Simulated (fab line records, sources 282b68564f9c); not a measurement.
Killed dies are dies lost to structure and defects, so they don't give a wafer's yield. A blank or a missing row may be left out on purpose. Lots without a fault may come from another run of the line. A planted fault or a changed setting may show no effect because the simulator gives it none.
Which tool did it? | flow rit_cmos | 16 lots, 48 wafers sampled, at 3 steps of a route of 202

WHAT THE GAUGES READ, wafer by wafer
RIT_PLDD_TW_MEAS_10. Usual: PLDD_TW 2328, standard deviation 13.
lot  | measured    | on            | PLDD_TW        | flag
L541 | day 3 14:35 | film_metro-04 | 2304 2294 2309 |
L542 | day 3 14:50 | film_metro-03 | 2340 2321 2325 |
L544 | day 4 04:34 | film_metro-01 | 2350 2346 2356 |
L545 | day 4 09:56 | film_metro-04 | 2319 2316 2325 |
L546 | day 4 15:31 | film_metro-04 | 2328 2323 2325 |
L547 | day 4 19:24 | film_metro-04 | 2331 2314 2330 |
L548 | day 4 23:29 | film_metro-04 | 2329 2313 2329 |
L550 | day 5 09:29 | film_metro-04 | 2329 2323 2330 |
L551 | day 5 12:44 | film_metro-04 | 2327 2323 2324 |
L552 | day 5 17:23 | film_metro-03 | 2335 2320 2327 |
L553 | day 5 23:33 | film_metro-04 | 2321 2333 2317 |
L555 | day 6 06:08 | film_metro-04 | 2342 2335 2324 |
L557 | day 6 16:32 | film_metro-01 | 2965 2979 2974 | OFF
L558 | day 6 16:46 | film_metro-04 | 2964 2961 2970 | OFF
L559 | day 6 22:22 | film_metro-04 | 2970 2951 2961 | OFF
L560 | day 7 06:02 | film_metro-04 | 2941 2942 2933 | OFF

RIT_SDANNEAL_RS_MEAS_06: measures by four-point-probe. Usual: PLDD_RS 178.2 ohm/sq, standard deviation 0.44.
lot  | measured    | on            | PLDD_RS (ohm/sq)  | flag
L541 | day 3 21:05 | film_metro-04 | 177.9 178.5 178.5 |
L542 | day 3 21:23 | film_metro-03 | 177.7 177.7 177.6 |
L544 | day 4 11:22 | film_metro-03 | 178.5 178.6 178.3 |
L545 | day 4 16:16 | film_metro-01 | 178.3 178.2 178.1 |
L546 | day 4 21:37 | film_metro-04 | 178.2 178.1 178.1 |
L547 | day 5 01:49 | film_metro-04 | 179.3 178.8 179.0 |
L548 | day 5 06:11 | film_metro-03 | 178.1 178.2 177.9 |
L550 | day 5 15:58 | film_metro-01 | 178.3 178.3 178.0 |
L551 | day 5 19:13 | film_metro-04 | 178.4 178.5 177.9 |
L552 | day 5 23:52 | film_metro-01 | 177.8 178.4 178.0 |
L553 | day 6 05:47 | film_metro-03 | 177.8 178.6 178.7 |
L555 | day 6 13:38 | film_metro-04 | 177.4 178.2 177.8 |
L557 | day 6 22:39 | film_metro-03 | 68.5 68.7 68.5    | OFF
L558 | day 7 00:19 | film_metro-04 | 68.6 68.7 68.6    | OFF
L559 | day 7 04:35 | film_metro-04 | 68.9 68.7 68.8    | OFF
L560 | day 7 12:15 | film_metro-01 | 68.6 68.5 68.5    | OFF

WHICH TOOL RAN EACH LOT (tool, then ch and the chambers of the sampled wafers, then the start)
lot  | RIT_PLDD_IMPLANT_08
L541 | implanter-04 ch 0, day 3 14:19
L542 | implanter-03 ch 0, day 3 14:32
L544 | implanter-04 ch 0, day 4 04:15
L545 | implanter-04 ch 0, day 4 09:37
L546 | implanter-02 ch 0, day 4 15:13
L547 | implanter-03 ch 0, day 4 19:05
L548 | implanter-02 ch 0, day 4 23:10
L550 | implanter-04 ch 0, day 5 09:11
L551 | implanter-02 ch 0, day 5 12:25
L552 | implanter-03 ch 0, day 5 17:04
L553 | implanter-03 ch 0, day 5 23:14
L555 | implanter-04 ch 0, day 6 05:51
L557 | implanter-04 ch 0, day 6 16:13
L558 | implanter-02 ch 0, day 6 16:26
L559 | implanter-04 ch 0, day 6 22:02
L560 | implanter-04 ch 0, day 7 05:43
- RIT_PLDD_IMPLANT_08

WHAT THE TOOLS THEMSELVES READ (means of the sampled wafers that have a number; where no wafer has one, the mark that the record gives instead)
RIT_PLDD_IMPLANT_08. Usual: beam_energy_keV 20.001, standard deviation 0.0057.
lot  | tool         | beam_energy_keV | flag
L541 | implanter-04 | 20.002          |
L542 | implanter-03 | 20.001          |
L544 | implanter-04 | 19.998          |
L545 | implanter-04 | 20.003          |
L546 | implanter-02 | 20.005          |
L547 | implanter-03 | 20.002          |
L548 | implanter-02 | 20.004          |
L550 | implanter-04 | 20.003          |
L551 | implanter-02 | 19.994          |
L552 | implanter-03 | 19.994          |
L553 | implanter-03 | 19.999          |
L555 | implanter-04 | 20.000          |
L557 | implanter-04 | 20.005          |
L558 | implanter-02 | 20.004          |
L559 | implanter-04 | 20.005          |
L560 | implanter-04 | 20.003          |

THE ANSWER, worked out from the rows above alone
Rule: a lot is off if the mean of its wafers that have a number lies more than 3 standard deviations from the usual mean. A lot without any number at a reading at which 4 lots or more have one is off too. The other lots that the step has rows for count as sound. The gauges are gone through in route order, then the tools' own readings, and for those a lot's mean is taken as printed above. The first step at which some lot is off is used, and at that step the reading that is off furthest; a lot without a number counts as furthest.
Off: L557, L558, L559, L560, at RIT_PLDD_TW_MEAS_10 (PLDD_TW).
A tool fits if, at a process step before that reading, it ran every lot that is off, and no sound lot after the first of them. The gauges at RIT_PLDD_TW_MEAS_10 are tried like those tools. None of those tried fits.

WHAT THE SIMULATOR HAD PUT IN
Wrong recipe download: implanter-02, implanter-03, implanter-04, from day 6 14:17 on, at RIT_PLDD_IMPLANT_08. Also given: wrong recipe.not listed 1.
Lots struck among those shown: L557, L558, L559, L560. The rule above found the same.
